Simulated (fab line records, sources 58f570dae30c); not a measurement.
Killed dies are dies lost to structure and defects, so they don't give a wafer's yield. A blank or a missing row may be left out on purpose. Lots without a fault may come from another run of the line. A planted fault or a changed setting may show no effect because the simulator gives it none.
A struck lot beside a sound one | flow berkeley_cmos170 | 26 steps out of a route of 331
Sound: wafers L633.1, L633.3, L633.5. Struck: wafer L623.4. (L623.1, L623.6 of the same lot were not struck and are left out.) The cause comes at the end.
At each step with rows: each side's tool, then ch and its chambers, then its first start. Under that, the readings that differ: sound wafers | struck wafers | difference of the means | sigmas: that difference in standard deviations of wafers without a fault.
alike: readings whose means differ by less than 2 such deviations, and words and numbers that are the same on both sides. not compared: withheld readings, readings that some wafer has no value for, bounds like >300 that may hide the same value, and numbers for which the record gives no deviation and whose values overlap.
The two part at a step that has a row with sigmas, a row that says differs or no value, or rows on one side only. Numbers that don't overlap but have no deviation are shown without sigmas and don't part them. A reading that every wafer of one side lacks parts them only if that side has two wafers or more.

first, 3 steps without rows for these wafers: UCB170_M1_EXPOSE_06 (exposes mask METAL1, target cd 700 nm); UCB170_M1_PEB_07; UCB170_M1_DEVELOP_08 (develop time 45 s).
UCB170_M1_CD_MEAS_09: target cd 700 nm.
  sound on cd_sem-01, day 11 06:21; struck on cd_sem-02, day 8 00:14
  alike: cd_nm
UCB170_M1_OVL_MEAS_10:
  sound on overlay-02, day 11 06:28; struck on overlay-02, day 8 00:21
  alike: M1_OVL
UCB170_M1_ETCH_11: etches BARC in N2/H2.
  sound on rie_diel-02 ch 1,3, day 11 06:30; struck on rie_diel-02 ch 3, day 8 00:23
  alike: chamber_pressure_mTorr, drypump_motor_current_A, oes_product_au, throttle_valve_pct
UCB170_M1_METAL_ETCH_12: etches Al in Cl2/BCl3, stops on PSG, target depth 780 nm, time 130 s.
  sound on rie_metal-02 ch 0,1, day 11 06:33; struck on rie_metal-02 ch 1, day 8 00:26
  reading               | sound             | struck | difference | sigmas
  oes_product_au (a.u.) | 0.885 0.875 0.862 | 0.851  | -0.023     | -2
  alike: chamber_pressure_mTorr, drypump_motor_current_A, he_backside_leak_sccm, throttle_valve_pct
  not compared: rf_hours_counter_h
UCB170_M1_STRIP_13: strips in O2.
  sound on plasma_asher-04 ch 0, day 11 06:41; struck on plasma_asher-01 ch 1, day 8 00:34
  alike: chamber_pressure_mTorr, drypump_motor_current_A, oes_product_au
  not compared: rf_hours_counter_h
UCB170_M1_CD_MEAS_90: target cd 700 nm.
  sound on cd_sem-01, day 11 06:47; struck on cd_sem-02, day 8 00:43
  alike: cd_nm
then, 1 step without rows for these wafers: UCB170_M1_ANNEAL_14 (time 1200 s).
UCB170_V1_CVD_00: deposits SiO2 from TEOS/O2, target thk 2000 nm, time 250 s.
  sound on pecvd-03 ch 0,1, day 11 08:20; struck on pecvd-04 ch 1, day 8 03:12
  alike: heater_power_w, susceptor_temp_C
UCB170_V1_THK_MEAS_01:
  sound on film_metro-01, day 11 08:30; struck on film_metro-04, day 8 03:21
  alike: V1_TEOS_THK
UCB170_V1_CMP_02: polishes SiO2.
  sound on cmp-02 ch 0,2, day 11 08:34; struck on cmp-01 ch 0, day 8 03:40
  reading                             | sound          | struck | difference | sigmas
  model.SiO2_of_V1_CVD_00.thk_nm (nm) | 1000 1001 1000 | 1354   | +354       |
  alike: edge_zone_pressure_frac, motor_current_A
UCB170_V1_BOW_MEAS_03:
  sound on film_metro-04, day 11 08:52; struck on film_metro-01, day 8 03:53
  alike: V1_BOW
UCB170_V1_THK_MEAS_04:
  sound on film_metro-04, day 11 08:59; struck on film_metro-01, day 8 04:01
  reading              | sound              | struck | difference | sigmas
  V1_POLISHED_THK (nm) | 999.9 999.8 1000.2 | 1353.6 | +353.6     | +99 or more
then, 7 steps without rows for these wafers: UCB170_V1_CLEAN_05 (cleans in DIW); UCB170_V1_HMDS_06 (prime time 60 s); UCB170_V1_COAT_07 (resist thk 900 nm); UCB170_V1_SOFTBAKE_08 (time 60 s); UCB170_V1_EXPOSE_09 (exposes mask VIA1, target cd 700 nm); UCB170_V1_PEB_10; UCB170_V1_DEVELOP_11 (develop time 47.2 s).
UCB170_V1_CD_MEAS_12: target cd 700 nm.
  sound on cd_sem-01, day 11 10:54; struck on cd_sem-02, day 8 07:01
  alike: cd_nm
UCB170_V1_OVL_MEAS_13:
  sound on overlay-01, day 11 11:01; struck on overlay-01, day 8 07:08
  alike: V1_OVL
UCB170_V1_ETCH_14: etches SiO2 in CHF3/CF4/Ar, stops on Al, target depth 1250 nm, time 291 s.
  sound on rie_diel-02 ch 0,1,2, day 11 11:03; struck on rie_diel-03 ch 0, day 8 07:10
  reading                        | sound             | struck | difference | sigmas
  oes_product_au (a.u.)          | 0.880 0.871 0.878 | 0.976  | +0.100     | +8
  model.etch.depth_nm (nm)       | 1000 1001 1000    | 1250   | +250       |
  model.V1.feature_depth_nm (nm) | 1000 1001 1000    | 1250   | +250       |
  alike: CHF3_flow_sccm, chamber_pressure_mTorr, drypump_motor_current_A, throttle_valve_pct
  not compared: rf_hours_counter_h
UCB170_V1_STRIP_15: strips in O2.
  sound on plasma_asher-04 ch 0,1, day 11 11:14; struck on plasma_asher-01 ch 1, day 8 07:20
  alike: chamber_pressure_mTorr, drypump_motor_current_A, oes_product_au, strip_time_to_endpoint_s
  not compared: rf_hours_counter_h

WHERE THEY PART
First at UCB170_M1_METAL_ETCH_12; last, within this record, at UCB170_V1_ETCH_14. Later steps at which nothing parts them and some readings are alike: UCB170_V1_STRIP_15.

WHY: what the simulator had put in
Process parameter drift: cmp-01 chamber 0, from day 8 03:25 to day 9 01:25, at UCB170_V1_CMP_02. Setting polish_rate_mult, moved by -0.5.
